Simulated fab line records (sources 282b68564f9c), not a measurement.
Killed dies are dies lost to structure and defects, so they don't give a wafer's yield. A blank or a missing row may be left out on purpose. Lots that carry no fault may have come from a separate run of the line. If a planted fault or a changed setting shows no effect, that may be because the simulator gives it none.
A lot that was struck, set against a sound lot | flow rit-cmos | 17 steps out of a route of 202
Sound: the wafers L764.1, L764.3, L764.4. Wafers L774.1, L774.5, L774.6 were the ones struck. The cause comes at the end.
At each step with rows: each side's tool, then ch and its chambers, then its first start. Under that, the readings that differ: sound wafers | struck wafers | difference of the means | sigmas: that difference in standard deviations of wafers without a fault.
alike: a reading whose means differ by less than 2 such deviations, as well as words and numbers matching on both sides. not compared: withheld readings; readings where some wafer has no value; bounds like >300 that might hide an equal value; numbers whose values overlap and for which the record gives no deviation.
Wherever a step has rows on one side only, a row that says differs or no value, or a row with sigmas, the two part there. Numbers that have no deviation but don't overlap get no sigmas and don't part them. A reading that every wafer of one side lacks parts them only if that side has two wafers or more.

first, 1 step without rows for these wafers: RIT_PRETRO_DEVELOP_05 (develop time 68 s).
RIT_PRETRO_OVL_MEAS_06:
  sound: overlay-01 at day 4 03:58; struck: overlay-01 at day 6 05:35
  alike: PRETRO_OVL
then, 2 steps without rows for these wafers: RIT_PRETRO_HARDBAKE_07 (time 120 s); RIT_PRETRO_IMPLANT_08.
RIT_PRETRO_STRIP_09: strips in O2, time 180 s.
  sound on plasma-asher-01 ch 0,1, day 4 04:24; struck on plasma-asher-01 ch 0,1, day 6 06:01
  alike: drypump-motor-current-A
  not compared: rf-hours-counter-h
RIT_PRETRO_TW_MEAS_10:
  sound: film-metro-01 at day 4 04:35; struck: film-metro-03 at day 6 06:12
  reading   | sound       | struck      | difference | sigmas
  PRETRO_TW | 486 485 484 | 469 468 471 | -16        | -2
then, 5 steps without rows for these wafers: RIT_GATE_WET_ETCH_00 (etches SiO2 in BOE, target depth 56 nm, time 60 s); RIT_GATE_CLEAN_01 (cleans in SC1, time 600 s); RIT_GATE_CLEAN_02 (cleans in dHF, time 30.96 s); RIT_GATE_CLEAN_03 (cleans in SC2, time 600 s); RIT_GATE_CLEAN_04 (cleans in dHF, time 60 s).
RIT_FOX2_THK_MEAS_91:
  sound: film-metro-01 at day 4 05:05; struck: film-metro-03 at day 6 06:41
  alike: FIELD_OXIDE_LEFT_2_THK
RIT_GATE_OXIDATION_05: target thk 3 nm, ox time 270 s.
  sound on furnace-01 ch 0, day 4 05:08; struck on furnace-01 ch 0, day 6 07:03
  reading                                     | sound             | struck           | difference | sigmas
  model.SiO2_of_GATE_OXIDATION_05.thk-nm (nm) | 3.064 3.048 3.108 | 3.189 3.242 3.15 | +0.120     |
  alike: ox-temp-c-max
then, 1 step without rows for these wafers: RIT_GATE_ANNEAL_06 (time 600 s).
RIT_GATE_THK_MEAS_07:
  sound: film-metro-04 at day 4 06:28; struck: film-metro-03 at day 6 08:28
  reading             | sound          | struck         | difference | sigmas
  GATE_OXIDE_THK (nm) | 3.03 3.02 3.13 | 3.17 3.27 3.14 | +0.13      | +2
then, 1 step without rows for these wafers: RIT_GATE_CVD_08 (deposits poly-Si from SiH4, target thk 250 nm, time 2220 s).
RIT_M1_PROBE_99:
  sound: prober-02 at day 5 06:06; struck: prober-01 at day 7 09:01
  reading                          | sound             | struck          | difference | sigmas
  model.etest.pmos_0p3.drive-ua-um | 96.41 97.46 96.41 | 92.9 91.46 96.3 | -3.2       |
  alike: killed-at-contacts, killed-at-front-end, killed-dies, killed-open, killed-short
  not compared: model.etest.pmos_0p3.r-on-ohm-um, model.etest.nmos_0p3.r-on-ohm-um, model.etest.nmos_0p15.drive-ua-um, model.etest.nmos-narrow.drive-ua-um, model.etest.nmos_0p3.drive-ua-um, model.etest.pmos_0p15.drive-ua-um, model.etest.pmos-narrow.drive-ua-um

== WHERE THEY PART ==
Last at RIT_GATE_THK_MEAS_07 as far as this record goes, first at RIT_PRETRO_TW_MEAS_10. Later steps at which nothing parts them and some readings are alike: RIT_M1_PROBE_99.

WHY: what the simulator had put in
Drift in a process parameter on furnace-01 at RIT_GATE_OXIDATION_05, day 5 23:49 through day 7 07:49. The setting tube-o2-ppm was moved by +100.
